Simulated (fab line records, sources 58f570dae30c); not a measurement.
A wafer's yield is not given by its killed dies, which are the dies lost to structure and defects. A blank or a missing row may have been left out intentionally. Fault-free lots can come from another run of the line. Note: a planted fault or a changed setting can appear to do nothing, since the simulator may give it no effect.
A single fault, viewed from 2 desks -- flow berkeley cmos170 -- each desk holds nothing but its own numbers, with what lay behind them at the end

== AT THE METROLOGY DESK ==
What the gauges read for every lot (on any tool): the sampled wafers with a number, averaged. The brackets show how far a lot's mean lies from the usual mean; more than 4 standard deviations puts the lot out of limits, marked OUT.
Columns: A = PLDD_RS at UCB170_SDANNEAL_RS_MEAS_04, usual 1030.9 ohm/sq; B = NLDD_RS at UCB170_SDANNEAL_RS_MEAS_05, usual 616.8 ohm/sq
lot,first seen here,A,B
L625,day 8 03:04,1033.6,617.2
L624,day 8 03:38,1029.5,617.5
L628,day 8 11:46,1029.5,615.9
L626,day 8 12:14,1034.3,615.9
L629,day 9 06:03,1030.9,617.3
L631,day 9 10:19,1035.4,619.1
L632,day 9 11:20,1011.3 (-7.2) OUT,619.5
L635,day 9 20:58,1029.3,615.9
L633,day 10 00:07,1015.3 (-5.8) OUT,616.4
L636,day 10 14:01,1013.2 (-6.5) OUT,617.3
L637,day 10 15:41,1030.2,614.2
L641,day 11 05:12,1032.6,617.2
L640,day 11 05:37,1030.4,618.1
L644,day 12 01:44,1031.4,614.5
L647,day 12 15:29,1029.3,616.9
This desk's finding: out of limits on L632, L633, L636; first on L632, day 9 11:20 (PLDD_RS at UCB170_SDANNEAL_RS_MEAS_04). L625, L624, L628, L626, L629, L631, L635, L637, L641, L640, L644, L647 stayed within limits.

== THE TOOL OWNER'S DESK: implanter-01 ==
For each lot that ran on this tool, the mean over its sampled wafers that have a number, from the tool's own readings at UCB170_PLDD_IMPLANT_08. The brackets show how far a lot's mean lies from the usual mean; more than 4 standard deviations puts the lot out of limits, marked OUT.
Columns: A = dose ions cm2 at UCB170_PLDD_IMPLANT_08, usual 5e+13; B = faraday current uA at UCB170_PLDD_IMPLANT_08, usual 157
lot,first seen here,A,B
L624,day 7 08:30,5e+13,156
L625,day 7 09:13,5e+13,157
L628,day 7 21:57,5e+13,155
L629,day 8 12:36,5e+13,158
L632,day 8 18:59,5e+13 (+47) OUT,167
L633,day 9 07:56,5e+13 (+49) OUT,164
L636,day 10 01:15,5e+13 (+48) OUT,166
This desk finds L632, L633, L636 out of limits, L632 being first, at day 8 18:59 (dose ions cm2 at UCB170_PLDD_IMPLANT_08). L624, L625, L628, L629 stayed within limits.

== TAKEN TOGETHER ==
At day 8 18:59, on L632, L633, L636, the tool owner's desk was in a position to raise an alarm.
On L632, L633, L636, the metrology desk was in a position to raise an alarm at day 9 11:20.
On implanter-01, each named lot ran UCB170_PLDD_IMPLANT_08.

== WHAT THE SIMULATOR HAD PUT IN ==
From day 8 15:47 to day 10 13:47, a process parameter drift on implanter-01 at UCB170_PLDD_IMPLANT_08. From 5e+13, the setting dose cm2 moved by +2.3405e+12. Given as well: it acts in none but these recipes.
Struck lots among those shown: L632, L633, L636.
Hours from the fault's start to each desk's first reading out of limits: the tool owner's desk, 3; the metrology desk, 20.
